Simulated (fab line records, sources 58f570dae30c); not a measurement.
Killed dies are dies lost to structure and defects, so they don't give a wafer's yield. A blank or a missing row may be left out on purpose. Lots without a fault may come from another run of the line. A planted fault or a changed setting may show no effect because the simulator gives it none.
Which tool did it? | flow berkeley_cmos170 | 7 lots, 21 wafers sampled, at 3 steps of a route of 331

WHAT THE GAUGES READ, wafer by wafer
UCB170_PLDD_TW_MEAS_11.
lot  | measured     | on            | PLDD_TW
L778 | day 7 10:14  | film_metro-01 | 1003 1006 1003
L785 | day 9 03:36  | film_metro-01 | 1420 1407 1413 1407 1415 1410
L790 | day 10 07:05 | film_metro-03 | 1000 1003 1003
L792 | day 10 17:55 | film_metro-01 | 1005 1002 1007
L794 | day 11 04:43 | film_metro-03 | 1006 1008 1003
L798 | day 11 16:13 | film_metro-03 | 1009 1008 1006
L800 | day 11 23:20 | film_metro-02 | 1003 1006 1003

WHICH TOOL RAN EACH LOT (tool, then ch and the chambers of the sampled wafers, then the start)
lot  | UCB170_ZERO_STRIP_07                | UCB170_PLDD_IMPLANT_08
L778 | plasma_asher-01 ch 0,1, day 1 23:13 | implanter-01 ch 0, day 7 09:52
L785 | plasma_asher-01 ch 0,1, day 3 05:11 | implanter-04 ch 0, day 9 03:12
L790 | plasma_asher-01 ch 0,1, day 4 09:49 | implanter-02 ch 0, day 10 06:43
L792 | plasma_asher-03 ch 0,1, day 4 19:35 | implanter-02 ch 0, day 10 17:31
L794 | plasma_asher-04 ch 0,1, day 5 03:30 | implanter-02 ch 0, day 11 04:20
L798 | plasma_asher-03 ch 0,1, day 6 00:37 | implanter-02 ch 0, day 11 15:50
L800 | plasma_asher-01 ch 0,1, day 6 12:50 | implanter-04 ch 0, day 11 22:56
- UCB170_ZERO_STRIP_07: strips in O2.
- UCB170_PLDD_IMPLANT_08

THE ANSWER, worked out from the rows above alone
Rule: what is usual is taken from the lots themselves. Put in order of their means at a reading, lots are off if they are a third of the lots or fewer, leave a main group of 4 or more, and stand apart from it by a gap of 3 or more times the standard deviation of the main group's means; of several such gaps the widest counts. A main group whose means are all the same, to the digits that the tables above print for the reading, isn't used. A lot without any number at a reading at which 4 lots or more have one is off too. The other lots that the step has rows for count as sound.
Off: L785, at UCB170_PLDD_TW_MEAS_11 (PLDD_TW). The main group: mean 1005, standard deviation 1.7.
A tool fits if, at a process step before that reading, it ran every lot that is off, and no sound lot after the first of them. The gauges at UCB170_PLDD_TW_MEAS_11 are tried like those tools. None of those tried fits.

WHAT THE SIMULATOR HAD PUT IN
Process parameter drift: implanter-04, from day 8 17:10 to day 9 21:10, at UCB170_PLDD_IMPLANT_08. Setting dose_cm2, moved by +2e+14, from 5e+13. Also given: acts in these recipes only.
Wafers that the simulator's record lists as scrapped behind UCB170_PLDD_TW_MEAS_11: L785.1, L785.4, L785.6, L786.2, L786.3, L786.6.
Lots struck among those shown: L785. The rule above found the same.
